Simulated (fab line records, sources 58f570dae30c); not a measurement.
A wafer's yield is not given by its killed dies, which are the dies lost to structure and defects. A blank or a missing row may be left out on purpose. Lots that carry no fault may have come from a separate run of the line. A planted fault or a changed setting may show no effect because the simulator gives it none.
Struck lot and sound lot, side by side -- flow berkeley_cmos170 -- 16 steps out of a route of 331
Sound: these wafers, L859.1, L859.2, L859.6. Wafers L869.1, L869.2, L869.5 were the ones struck. The cause comes at the end.
Order at every step that has rows: each side's tool, ch and its chambers, its first start. Under that, the readings that differ: sound wafers -- struck wafers -- difference of the means -- sigmas: that difference in standard deviations of wafers without a fault.
alike: readings with means less than 2 such deviations apart, plus words and numbers identical on both sides. not compared: withheld readings, readings lacking a value on some wafer, bounds such as >300 that could conceal the same value, and numbers that have no deviation in the record and whose values overlap.
The two part at a step that has a row with sigmas, a row that says differs or no value, or rows on one side only. When numbers do not overlap yet have no deviation, they are printed without sigmas and do not part them. A reading that every wafer of one side lacks parts them only if that side has two wafers or more.

UCB170_V1_CMP_02: polishes SiO2.
  sound on cmp-01 ch 1,3, day 9 19:59; struck on cmp-01 ch 0,1,3, day 11 16:59
  alike: motor_current_A
UCB170_V1_BOW_MEAS_03:
  struck on film_metro-04, day 11 17:19; sound on film_metro-02, day 9 20:17
  alike: V1_BOW
UCB170_V1_THK_MEAS_04:
  struck on film_metro-04, day 11 17:26; sound on film_metro-02, day 9 20:24
  alike: V1_POLISHED_THK
then, 7 steps without rows for these wafers: UCB170_V1_CLEAN_05 (cleans in DIW); UCB170_V1_HMDS_06 (prime time 60 s); UCB170_V1_COAT_07 (resist thk 900 nm); UCB170_V1_SOFTBAKE_08 (time 60 s); UCB170_V1_EXPOSE_09 (exposes mask VIA1, target cd 700 nm); UCB170_V1_PEB_10; UCB170_V1_DEVELOP_11 (develop time 45 s).
UCB170_V1_CD_MEAS_12: target cd 700 nm.
  struck on cd_sem-02, day 11 19:40; sound on cd_sem-02, day 10 00:40
  alike: cd_nm
UCB170_V1_OVL_MEAS_13:
  struck on overlay-01, day 11 19:47; sound on overlay-02, day 10 00:47
  alike: V1_OVL
UCB170_V1_ETCH_14: etches SiO2 in CHF3/CF4/Ar, stops on Al, target depth 1250 nm, time 291 s.
  sound on rie_diel-01 ch 1,2, day 10 00:49; struck on rie_diel-01 ch 0,3, day 11 19:49
reading,sound,struck,difference,sigmas
oes_product_au (a.u.),0.871 0.890 0.894,0.776 0.810 0.786,-0.094,-6
over_etch_frac,0.25 0.25 0.25,0.52698 0.52698 0.52698,+0.27698,
model.KrF_of_V1_COAT_07.thk_nm (nm),604.6 604.4 608.4,553.1 546.4 552.2,-55.2,
model.V1.feature_depth_nm (nm),999.7 998 999.6,1007 1008 1006,+8,
  alike: drypump_motor_current_A, throttle_valve_pct
  not compared: rf_hours_counter_h
UCB170_V1_STRIP_15: strips in O2.
  sound on plasma_asher-03 ch 0,1, day 10 01:00; struck on plasma_asher-02 ch 0,1, day 11 20:00
reading,sound,struck,difference,sigmas
oes_product_au (a.u.),0.720 0.728 0.724,0.705 0.717 0.720,-0.010,-2
strip_time_to_endpoint_s (s),15.18 15.17 15.27,13.97 13.82 13.94,-1.30,-12
  alike: drypump_motor_current_A
  not compared: rf_hours_counter_h
UCB170_V1_CD_MEAS_90: target cd 700 nm.
  struck on cd_sem-02, day 11 20:06; sound on cd_sem-01, day 10 01:12
reading,sound,struck,difference,sigmas
cd_nm (nm),697.3 699.0 696.2,702.8 701.7 701.7,+4.6,+3
UCB170_M3_PROBE_99:
  rows exist in the record for the sound wafers here (prober-02, day 10 10:34), none for the struck ones

WHERE THEY PART
At UCB170_V1_ETCH_14 first; at UCB170_M3_PROBE_99 last (within this record only).

WHY: what the simulator had put in
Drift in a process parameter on rie_diel-01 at UCB170_V1_ETCH_14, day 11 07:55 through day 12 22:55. Setting over_etch_frac shifted by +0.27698 from 0.25. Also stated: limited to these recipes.
